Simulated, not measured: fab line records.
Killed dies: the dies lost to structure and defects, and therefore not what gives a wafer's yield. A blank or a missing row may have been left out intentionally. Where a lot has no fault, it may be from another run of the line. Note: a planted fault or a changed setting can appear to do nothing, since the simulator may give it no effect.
A struck lot beside a sound one / flow rit_cmos / 44 out of 202 route steps
Sound: wafers L453.1, L453.4, L453.5. The struck wafers were L461.1, L461.3, L461.6. The cause comes at the end.
For every step that has rows: the tool of each side, followed by ch and its chambers, followed by its first start. Under that, the readings that differ: sound wafers / struck wafers / difference of the means / sigmas: that difference in standard deviations of wafers without a fault.
alike: readings with means less than 2 such deviations apart, plus words and numbers identical on both sides. not compared: withheld readings, readings lacking a value on some wafer, bounds such as >300 that could conceal the same value, and numbers that have no deviation in the record and whose values overlap.
Wherever a step has rows on one side only, a row that says differs or no value, or a row with sigmas, the two part there. When numbers do not overlap yet have no deviation, they are printed without sigmas and do not part them. Lack of a reading on every wafer of one side parts them only where that side has two or more wafers.

first, 3 steps without rows for these wafers: RIT_REOX_CLEAN_01 (cleans in dHF, time 30 s); RIT_REOX_CLEAN_02 (cleans in SC2, time 600 s); RIT_REOX_OXIDATION_03 (target thk 25.2 nm, ox time 5580 s).
RIT_REOX_THK_MEAS_04:
  sound on film_metro-04 at day 3 04:50; struck on film_metro-04 at day 4 23:19
  alike: REOX_OXIDE_THK
then, 6 steps without rows for these wafers: RIT_NLDD_HMDS_00 (prime time 60 s); RIT_NLDD_COAT_01 (resist thk 1000 nm); RIT_NLDD_SOFTBAKE_02 (time 60 s); RIT_NLDD_EXPOSE_03 (exposes mask M7, target cd 40700 nm); RIT_NLDD_PEB_04; RIT_NLDD_DEVELOP_05 (develop time 50 s).
RIT_NLDD_OVL_MEAS_06:
  sound on overlay-02 at day 3 05:45; struck on overlay-02 at day 5 00:26
  alike: NLDD_OVL
then, 1 step without rows for these wafers: RIT_NLDD_HARDBAKE_07 (time 60 s).
RIT_NLDD_IMPLANT_08:
  sound on implanter-04 ch 0, day 3 05:56; struck on implanter-04 ch 0, day 5 00:37
reading=dose_ions_cm2; sound=4.991e+14 4.995e+14 4.998e+14; struck=7.414e+14 7.422e+14 7.409e+14; difference=+2.420e+14; sigmas=+99 or more
reading=faraday_current_uA; sound=1552 1620 1550; struck=2351 2331 2338; difference=+766; sigmas=+26
  alike: tilt_deg
RIT_NLDD_STRIP_09: strips in O2, time 180 s.
  sound on plasma_asher-02 ch 0,1, day 3 06:05; struck on plasma_asher-02 ch 0,1, day 5 00:46
  alike: drypump_motor_current_A, rf_refl_power_W
  not compared: rf_hours_counter_h
RIT_NLDD_TW_MEAS_10:
  sound on film_metro-01 at day 3 06:16; struck on film_metro-01 at day 5 00:56
reading=NLDD_TW; sound=2520 2504 2490; struck=2799 2791 2797; difference=+291; sigmas=+22
then, 6 steps without rows for these wafers: RIT_PLDD_HMDS_00 (prime time 60 s); RIT_PLDD_COAT_01 (resist thk 1000 nm); RIT_PLDD_SOFTBAKE_02 (time 60 s); RIT_PLDD_EXPOSE_03 (exposes mask M8, target cd 40900 nm); RIT_PLDD_PEB_04; RIT_PLDD_DEVELOP_05 (develop time 50 s).
RIT_PLDD_OVL_MEAS_06:
  sound on overlay-02 at day 3 07:10; struck on overlay-02 at day 5 01:59
  alike: PLDD_OVL
then, 2 steps without rows for these wafers: RIT_PLDD_HARDBAKE_07 (time 60 s); RIT_PLDD_IMPLANT_08.
RIT_PLDD_STRIP_09: strips in O2, time 180 s.
  sound on plasma_asher-02 ch 0,1, day 3 07:30; struck on plasma_asher-01 ch 0,1, day 5 02:19
  alike: drypump_motor_current_A, rf_refl_power_W
  not compared: rf_hours_counter_h
RIT_PLDD_TW_MEAS_10:
  sound on film_metro-03 at day 3 07:41; struck on film_metro-02 at day 5 02:29
  alike: PLDD_TW
then, 4 steps without rows for these wafers: RIT_SPACER_CLEAN_00 (cleans in SC1, time 600 s); RIT_SPACER_CLEAN_01 (cleans in dHF, time 30 s); RIT_SPACER_CLEAN_02 (cleans in SC2, time 600 s); RIT_SPACER_CVD_03 (deposits Si3N4 from SiH2Cl2/NH3, target thk 250 nm, time 3300 s).
RIT_SPACER_THK_MEAS_04:
  sound on film_metro-04 at day 3 10:06; struck on film_metro-02 at day 5 04:50
  alike: SPACER_NITRIDE_THK
RIT_SPACER_ETCHBACK_05: etches Si3N4 in SF6/CHF3, stops on SiO2, target depth 250 nm, time 240 s.
  sound on rie_diel-01 ch 1,3, day 3 10:10; struck on rie_diel-04 ch 0,3, day 5 04:53
  alike: drypump_motor_current_A, oes_product_au, throttle_valve_pct
  not compared: rf_hours_counter_h
then, 6 steps without rows for these wafers: RIT_NSD_HMDS_00 (prime time 60 s); RIT_NSD_COAT_01 (resist thk 1000 nm); RIT_NSD_SOFTBAKE_02 (time 60 s); RIT_NSD_EXPOSE_03 (exposes mask M9, target cd 40700 nm); RIT_NSD_PEB_04; RIT_NSD_DEVELOP_05 (develop time 50 s).
RIT_NSD_OVL_MEAS_06:
  sound on overlay-02 at day 3 11:27; struck on overlay-01 at day 5 06:13
  alike: NSD_OVL
then, 2 steps without rows for these wafers: RIT_NSD_HARDBAKE_07 (time 60 s); RIT_NSD_IMPLANT_08.
RIT_NSD_STRIP_09: strips in O2, time 180 s.
  sound on plasma_asher-01 ch 0,1, day 3 11:47; struck on plasma_asher-04 ch 0,1, day 5 06:34
  alike: drypump_motor_current_A, rf_refl_power_W
  not compared: rf_hours_counter_h
RIT_SDANNEAL_RS_MEAS_07: uses a four-point probe to measure.
  sound on film_metro-02 at day 3 14:34; struck on film_metro-01 at day 5 09:05
reading=NLDD_RS (ohm/sq); sound=151.8 151.1 151.4; struck=110.1 110.1 110.5; difference=-41.2; sigmas=-88
RIT_M1_PROBE_99:
  sound on prober-02 at day 4 00:51; struck on prober-02 at day 5 16:47
reading=model.etest.nmos_0p3.r_on_ohm_um; sound=2168 2162 2185; struck=2074 2027 2042; difference=-124; sigmas=
reading=model.etest.nmos_0p15.r_on_ohm_um; sound=1102 1104 1112; struck=1014 992.4 1022; difference=-97; sigmas=
reading=model.etest.nldd.rs_ohm_sq; sound=366.2 370 369.4; struck=259.3 259.5 261.2; difference=-108.5; sigmas=
reading=model.etest.nmos_turned.drive_ua_um; sound=326.4 328.7 320.9; struck=395.4 391.9 389.2; difference=+66.8; sigmas=
reading=model.etest.nmos_0p15.drive_ua_um; sound=473.7 481.4 463.9; struck=500.9 500.8 493.9; difference=+25.5; sigmas=
reading=model.etest.nldd.line_ohm_um; sound=115.7 117.3 114.9; struck=81.99 82.18 81.26; difference=-34.16; sigmas=
reading=model.etest.nmos_narrow.drive_ua_um; sound=220.8 218.1 217.8; struck=230.4 227.5 236.4; difference=+12.5; sigmas=
reading=model.etest.nmos_0p3.drive_ua_um; sound=218.8 221.1 218.3; struck=228.8 229.4 232.9; difference=+11.0; sigmas=
  alike: killed_at_contacts, killed_at_front_end, killed_dies, killed_open, killed_short

== WHERE THEY PART ==
Last at RIT_SDANNEAL_RS_MEAS_07 as far as this record goes, first at RIT_NLDD_IMPLANT_08. Later steps at which nothing parts them and some readings are alike: RIT_M1_PROBE_99.

WHY: the cause the simulator had injected
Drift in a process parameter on implanter-04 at RIT_NLDD_IMPLANT_08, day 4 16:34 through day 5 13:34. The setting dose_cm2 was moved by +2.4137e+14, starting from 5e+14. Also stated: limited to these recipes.
